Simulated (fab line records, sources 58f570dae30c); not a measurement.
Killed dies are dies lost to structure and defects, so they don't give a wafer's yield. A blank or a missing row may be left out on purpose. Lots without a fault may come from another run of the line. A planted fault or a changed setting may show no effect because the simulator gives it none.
Which tool did it? | flow berkeley_cmos170 | 7 lots, 21 wafers sampled, at 1 step of a route of 331

WHAT THE GAUGES READ, wafer by wafer
UCB170_START_THK_MEAS_03.
lot  | measured    | on            | START_OXIDE_THK (nm)
L380 | day 1 20:56 | film_metro-01 | 20.54 20.44 20.60
L382 | day 2 07:00 | film_metro-01 | 20.31 20.21 20.23
L389 | day 3 19:24 | film_metro-02 | 20.18 19.88 20.14
L392 | day 4 09:19 | film_metro-03 | 20.35 20.19 20.11
L395 | day 5 05:44 | film_metro-01 | 19.77 20.08 19.71
L398 | day 5 17:01 | film_metro-03 | 19.93 20.43 20.06
L401 | day 6 03:45 | film_metro-01 | 19.82 19.93 20.03

WHICH TOOL RAN EACH LOT (tool, then ch and the chambers of the sampled wafers, then the start)
The record holds no process step before these readings.

THE ANSWER, worked out from the rows above alone
Rule: what is usual is taken from the lots themselves. Put in order of their means at a reading, lots are off if they are a third of the lots or fewer, leave a main group of 4 or more, and stand apart from it by a gap of 3 or more times the standard deviation of the main group's means; of several such gaps the widest counts. A main group whose means are all the same, to the digits that the tables above print for the reading, isn't used. A lot without any number at a reading at which 4 lots or more have one is off too. The other lots that the step has rows for count as sound.
No lot is off at any reading shown: from this, nothing can be told.

WHAT THE SIMULATOR HAD PUT IN
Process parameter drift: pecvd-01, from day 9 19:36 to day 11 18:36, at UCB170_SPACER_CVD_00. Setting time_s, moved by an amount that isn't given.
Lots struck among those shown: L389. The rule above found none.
